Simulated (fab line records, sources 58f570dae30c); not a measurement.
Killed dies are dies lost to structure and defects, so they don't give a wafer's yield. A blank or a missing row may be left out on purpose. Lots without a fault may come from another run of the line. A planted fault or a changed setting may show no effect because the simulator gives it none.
Which tool did it? | flow berkeley_cmos170 | 15 lots, 45 wafers sampled, at 4 steps of a route of 331

WHAT THE GAUGES READ, wafer by wafer
UCB170_NWELL_THK_MEAS_02.
lot  | measured    | on            | NWELL_OXIDE_THK (nm)
L187 | day 2 09:44 | film_metro-03 | 26.5 27.0 27.0
L189 | day 2 17:21 | film_metro-01 | 26.1 25.6 25.9
L190 | day 2 17:20 | film_metro-03 | 26.3 26.2 26.2
L191 | day 3 00:26 | film_metro-03 | 26.3 26.1 26.7
L192 | day 3 08:06 | film_metro-01 | 26.5 26.1 26.3
L193 | day 3 08:08 | film_metro-04 | 26.3 26.9 26.5
L196 | day 3 23:24 | film_metro-01 | 26.7 26.6 26.6
L197 | day 4 06:29 | film_metro-04 | 26.1 26.5 25.7
L198 | day 4 12:32 | film_metro-04 | 26.5 26.2 26.3
L207 | day 6 08:08 | film_metro-01 | 25.9 26.1 26.1
L209 | day 6 21:04 | film_metro-01 | 26.9 26.8 26.9
L210 | day 7 01:29 | film_metro-04 | 26.0 26.2 26.3

UCB170_CONTACT_OVL_MEAS_16.
lot  | measured     | on         | CONTACT_OVL (nm)
L187 | day 8 11:56  | overlay-01 | -2 2 8
L189 | day 8 12:20  | overlay-02 | -17 -15 -14
L190 | day 8 12:03  | overlay-01 | 0 5 -1
L191 | day 9 04:50  | overlay-02 | -6 -1 3
L192 | day 9 13:48  | overlay-01 | 7 0 15
L193 | day 9 13:10  | overlay-02 | 6 2 9
L196 | day 10 07:28 | overlay-02 | -1 6 4
L197 | day 10 07:44 | overlay-01 | -11 4 -5
L198 | day 10 17:34 | overlay-01 | -6 -5 -6
L207 | day 12 12:30 | overlay-02 | 1 -3 0
L209 | day 12 22:17 | overlay-02 | 4 -2 2
L210 | day 12 21:53 | overlay-01 | -16 -4 -6

WHICH TOOL RAN EACH LOT (tool, then ch and the chambers of the sampled wafers, then the start)
lot  | UCB170_ZERO_ETCH_06               | UCB170_ZERO_STRIP_07
L187 | rie_diel-01 ch 0,2, day 2 03:47   | plasma_asher-04 ch 0,1, day 2 03:48
L189 | rie_diel-02 ch 1,2, day 2 10:50   | plasma_asher-02 ch 0,1, day 2 10:53
L190 | rie_diel-04 ch 0,2,3, day 2 10:53 | plasma_asher-04 ch 0,1, day 2 10:55
L191 | rie_diel-01 ch 1,3, day 2 19:05   | plasma_asher-02 ch 0,1, day 2 19:08
L192 | rie_diel-02 ch 0,2, day 3 00:28   | plasma_asher-01 ch 0,1, day 3 00:29
L193 | rie_diel-04 ch 1,2, day 3 05:26   | plasma_asher-02 ch 0,1, day 3 05:29
L196 | rie_diel-02 ch 0,1,2, day 3 16:37 | plasma_asher-01 ch 0,1, day 3 16:38
L197 | rie_diel-02 ch 0,3, day 4 00:34   | plasma_asher-04 ch 0,1, day 4 00:35
L198 | rie_diel-02 ch 0,1, day 4 07:08   | plasma_asher-01 ch 0,1, day 4 07:10
L199 | rie_diel-02 ch 0,1, day 4 10:20   | plasma_asher-04 ch 0,1, day 4 10:21
L201 | rie_diel-02 ch 0,1,3, day 4 17:03 | plasma_asher-01 ch 0,1, day 4 17:04
L200 | rie_diel-04 ch 0,2,3, day 4 17:19 | plasma_asher-02 ch 0,1, day 4 17:21
L207 | rie_diel-02 ch 1,2, day 6 00:15   | plasma_asher-02 ch 0,1, day 6 00:18
L209 | rie_diel-01 ch 2,3, day 6 13:57   | plasma_asher-02 ch 0,1, day 6 13:58
L210 | rie_diel-01 ch 0,2,3, day 6 20:10 | plasma_asher-02 ch 0,1, day 6 20:11
- UCB170_ZERO_ETCH_06: etches SiO2 in CHF3/CF4/Ar, time 12 s.
- UCB170_ZERO_STRIP_07: strips in O2.

WHAT THE TOOLS THEMSELVES READ (means of the sampled wafers that have a number; where no wafer has one, the mark that the record gives instead)
UCB170_ZERO_ETCH_06.
lot  | tool        | CHF3_flow_sccm (sccm) | cf4_flow_sccm (sccm) | drypump_motor_current_A (A) | oes_product_au (a.u.) | throttle_valve_pct (%)
L187 | rie_diel-01 | 49.90                 | 9.998                | 5.6                         | 0.609                 | 9.12
L189 | rie_diel-02 | 49.97                 | 10.006               | 6.0                         | 0.608                 | 9.41
L190 | rie_diel-04 | 50.16                 | 9.999                | 5.7                         | 0.626                 | 9.17
L191 | rie_diel-01 | 49.93                 | 9.978                | 5.8                         | 0.609                 | 9.14
L192 | rie_diel-02 | 49.89                 | 10.015               | 5.5                         | 0.605                 | 9.41
L193 | rie_diel-04 | 49.93                 | 9.987                | 5.7                         | 0.625                 | 9.30
L196 | rie_diel-02 | 50.06                 | 10.026               | 5.8                         | 0.613                 | 9.41
L197 | rie_diel-02 | 50.21                 | 9.955                | 5.8                         | 0.620                 | 9.18
L198 | rie_diel-02 | 50.00                 | 10.010               | 5.8                         | 0.617                 | 9.41
L199 | rie_diel-02 | -                     | -                    | -                           | -                     | -
L201 | rie_diel-02 | -                     | -                    | -                           | -                     | -
L200 | rie_diel-04 | -                     | -                    | -                           | -                     | -
L207 | rie_diel-02 | 49.94                 | 9.973                | 6.1                         | 0.613                 | 9.42
L209 | rie_diel-01 | 50.04                 | 9.991                | 5.9                         | 0.618                 | 9.23
L210 | rie_diel-01 | 49.98                 | 10.001               | 5.7                         | 0.613                 | 9.21

UCB170_ZERO_STRIP_07.
lot  | tool            | drypump_motor_current_A (A) | oes_product_au (a.u.) | strip_time_to_endpoint_s (s)
L187 | plasma_asher-04 | 5.31                        | 0.725                 | 21.49
L189 | plasma_asher-02 | 5.82                        | 0.726                 | 21.49
L190 | plasma_asher-04 | 5.62                        | 0.729                 | 21.52
L191 | plasma_asher-02 | 5.85                        | 0.725                 | 21.44
L192 | plasma_asher-01 | 5.75                        | 0.728                 | 21.48
L193 | plasma_asher-02 | 5.81                        | 0.724                 | 21.45
L196 | plasma_asher-01 | 5.76                        | 0.727                 | 21.47
L197 | plasma_asher-04 | 5.32                        | 0.726                 | 21.44
L198 | plasma_asher-01 | 5.76                        | 0.724                 | 21.41
L199 | plasma_asher-04 | 5.32                        | 0.734                 | 21.61
L201 | plasma_asher-01 | 5.67                        | 0.736                 | 21.61
L200 | plasma_asher-02 | 5.81                        | 0.734                 | 21.58
L207 | plasma_asher-02 | 5.84                        | 0.730                 | 21.51
L209 | plasma_asher-02 | 5.84                        | 0.729                 | 21.40
L210 | plasma_asher-02 | 5.82                        | 0.722                 | 21.39

THE ANSWER, worked out from the rows above alone
Rule: what is usual is taken from the lots themselves. Put in order of their means at a reading, lots are off if they are a third of the lots or fewer, leave a main group of 4 or more, and stand apart from it by a gap of 3 or more times the standard deviation of the main group's means; of several such gaps the widest counts. A main group whose means are all the same, to the digits that the tables above print for the reading, isn't used. A lot without any number at a reading at which 4 lots or more have one is off too. The other lots that the step has rows for count as sound. The gauges are gone through in route order, then the tools' own readings, and for those a lot's mean is taken as printed above. The first step at which some lot is off is used, and at that step the reading that is off furthest; a lot without a number counts as furthest.
Off: L199, L201, L200, at UCB170_ZERO_ETCH_06 (CHF3_flow_sccm). Without a number there: L199, L201, L200. The main group: mean 50.00 sccm, standard deviation 0.096.
A tool fits if, at that step or a process step before it, it ran every lot that is off, and no sound lot after the first of them. None of those tried fits.

WHAT THE SIMULATOR HAD PUT IN
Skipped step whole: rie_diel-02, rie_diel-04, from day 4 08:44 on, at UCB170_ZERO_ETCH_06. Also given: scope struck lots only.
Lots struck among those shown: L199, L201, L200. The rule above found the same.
